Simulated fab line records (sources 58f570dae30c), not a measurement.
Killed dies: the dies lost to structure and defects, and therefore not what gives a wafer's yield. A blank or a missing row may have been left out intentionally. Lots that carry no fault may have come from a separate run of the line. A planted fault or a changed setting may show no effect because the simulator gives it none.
Which tool is to blame? ; flow berkeley-cmos170 ; Sampling: 15 lots, 45 wafers, 5 of 331 route steps

## WHAT THE GAUGES READ, wafer by wafer
UCB170_V1_OVL_MEAS_13. Usual: V1_OVL typically reads -1 nm, with standard deviation 5.7.
lot;measured;on;V1_OVL (nm);flag
L761;day 8 21:12;overlay-01;-2 6 -4;
L760;day 9 01:39;overlay-01;-4 -4 -13;
L762;day 9 21:41;overlay-02;-6 -1 -4;
L763;day 9 21:47;overlay-01;-3 -5 -2;
L764;day 9 21:55;overlay-02;-2 4 -1;
L767;day 10 18:19;overlay-01;-6 2 5;
L765;day 10 19:34;overlay-02;-8 6 -6;
L766;day 10 22:51;overlay-02;-1 -4 7;
L771;day 11 11:30;overlay-02;-3 -3 -9;
L772;day 11 12:29;overlay-01;3 -2 6;
L769;day 11 12:47;overlay-01;-4 -6 8;
L775;day 11 16:55;overlay-01;-4 -7 -5;
L777;day 12 00:52;overlay-02;-9 -5 -13;
L780;day 12 21:02;overlay-02;-7 9 -9;
L782;day 13 01:47;overlay-01;-4 0 -3;

UCB170_V2_THK_MEAS_01. Usual: V2_TEOS_THK typically reads 1992 nm, with standard deviation 25.
lot;measured;on;V2_TEOS_THK (nm);flag
L761;day 9 00:18;film-metro-04;1965 1975 2014;
L760;day 9 05:42;film-metro-04;2005 2010 1978;
L762;day 10 01:17;film-metro-02;1956 1956 1974;
L763;day 10 01:38;film-metro-04;2018 2008 2019;
L764;day 10 02:15;film-metro-04;1958 2002 1997;
L767;day 11 00:13;film-metro-02;2014 2024 2012;
L765;day 11 03:19;film-metro-04;1956 1993 1990;
L766;day 11 03:52;film-metro-04;1992 2004 2022;
L771;day 11 14:44;film-metro-04;1994 1976 1995;
L772;day 11 16:18;film-metro-04;4015 3972 4080 4014 3970 4078;OFF
L769;day 11 16:10;film-metro-02;1986 2008 2007;
L775;day 11 23:43;film-metro-02;4002 3976 4099 4002 3976 4096;OFF
L777;day 12 05:04;film-metro-02;1981 1976 2035;
L780;day 13 02:13;film-metro-04;1937 1974 1971;
L782;day 13 07:00;film-metro-04;3927 3982 4017 3926 3982 4017;OFF

UCB170_V2_CD_MEAS_12: the cd target is 700 nm. Usual: cd-nm reads 699.9 nm (standard deviation 1.4).
lot;measured;on;cd-nm (nm);flag
L761;day 9 02:29;cd-sem-01;700.3 701.4 702.0;
L760;day 9 09:46;cd-sem-01;702.9 701.0 702.4;
L762;day 10 04:04;cd-sem-01;699.6 699.2 698.5;
L763;day 10 05:13;cd-sem-02;699.5 698.9 698.6;
L764;day 10 05:44;cd-sem-01;698.0 698.4 699.5;
L767;day 11 03:32;cd-sem-02;698.4 699.7 698.4;
L765;day 11 07:02;cd-sem-01;699.4 698.9 698.1;
L766;day 11 08:13;cd-sem-02;700.2 700.1 699.0;
L771;day 11 19:15;cd-sem-02;702.6 703.5 702.6;
L769;day 11 19:34;cd-sem-02;699.7 700.5 700.8;
L777;day 12 06:47;cd-sem-01;700.1 700.4 701.5;
L780;day 13 04:56;cd-sem-02;699.5 699.8 699.9;

UCB170_M3_THK_MEAS_03: measures by xrf. Usual: M3_AL_THK typically reads 905 nm, with standard deviation 12.
lot;measured;on;M3_AL_THK (nm);flag
L761;day 9 03:19;film-metro-03;917 933 919;
L760;day 9 10:34;film-metro-03;905 916 911;
L762;day 10 04:53;film-metro-02;911 913 906;
L763;day 10 06:02;film-metro-03;883 886 887;
L764;day 10 06:32;film-metro-03;904 908 909;
L767;day 11 04:20;film-metro-01;911 902 918;
L765;day 11 07:52;film-metro-02;910 913 911;
L766;day 11 09:09;film-metro-03;895 898 901;
L771;day 11 20:04;film-metro-03;920 907 914;
L769;day 11 20:22;film-metro-02;904 902 911;
L777;day 12 07:36;film-metro-02;916 922 912;
L780;day 13 05:44;film-metro-02;906 906 903;

## EACH LOT AND THE TOOL THAT RAN IT (in order: tool; ch and the chambers of the sampled wafers; start)
lot;UCB170_V2_CVD_00
L761;pecvd-03 ch 0,2, day 9 00:08
L760;pecvd-04 ch 0,1, day 9 05:32
L762;pecvd-03 ch 0,1,2, day 10 01:07
L763;pecvd-02 ch 0,1, day 10 01:29
L764;pecvd-04 ch 0,2, day 10 02:05
L767;pecvd-04 ch 0,1,2, day 11 00:03
L765;pecvd-04 ch 0,1,2, day 11 03:09
L766;pecvd-04 ch 0,1,2, day 11 03:42
L771;pecvd-03 ch 0,1,2, day 11 14:35
L772;pecvd-04 ch 0,2, day 11 15:39
L769;pecvd-04 ch 0,1,2, day 11 15:59
L775;pecvd-04 ch 0,1,2, day 11 23:12
L777;pecvd-02 ch 0,1,2, day 12 04:53
L780;pecvd-03 ch 1,2, day 13 02:02
L782;pecvd-04 ch 1,2, day 13 06:28
- UCB170_V2_CVD_00: deposits SiO2 from TEOS/O2, target thk 2000 nm, time 250 s.

## WHAT THE TOOLS THEMSELVES READ (means of the sampled wafers that have a number; where no wafer has one, the mark that the record gives instead)
UCB170_V2_CVD_00. Usual: heater-power-w reads 245 W (standard deviation 79).
lot;tool;heater-power-w (W);flag
L761;pecvd-03;250;
L760;pecvd-04;269;
L762;pecvd-03;256;
L763;pecvd-02;177;
L764;pecvd-04;337;
L767;pecvd-04;272;
L765;pecvd-04;308;
L766;pecvd-04;344;
L771;pecvd-03;235;
L772;pecvd-04;322;
L769;pecvd-04;306;
L775;pecvd-04;308;
L777;pecvd-02;175;
L780;pecvd-03;251;
L782;pecvd-04;322;

## THE ANSWER, worked out from the rows above alone
Rule: take the mean of a lot's wafers that have a number; if it is more than 3 standard deviations from the usual mean, the lot is off. A lot without any number at a reading at which 4 lots or more have one is off too. Where the step has rows for the other lots, those lots are counted as sound. Order of review: gauges by route order, followed by the tools' own readings, for which a lot's mean as printed above is used. The first step at which some lot is off is used, and at that step the reading that is off furthest; a lot without a number counts as furthest.
Off: L772, L775, L782, seen at UCB170_V2_THK_MEAS_01 (V2_TEOS_THK).
A tool fits if, at a process step before that reading, it ran every lot that is off, and no sound lot after the first of them. Those tools and the gauges at UCB170_V2_THK_MEAS_01 are tried in the same way. No candidate that was tried fits.

## WHAT WAS PUT IN BY THE SIMULATOR
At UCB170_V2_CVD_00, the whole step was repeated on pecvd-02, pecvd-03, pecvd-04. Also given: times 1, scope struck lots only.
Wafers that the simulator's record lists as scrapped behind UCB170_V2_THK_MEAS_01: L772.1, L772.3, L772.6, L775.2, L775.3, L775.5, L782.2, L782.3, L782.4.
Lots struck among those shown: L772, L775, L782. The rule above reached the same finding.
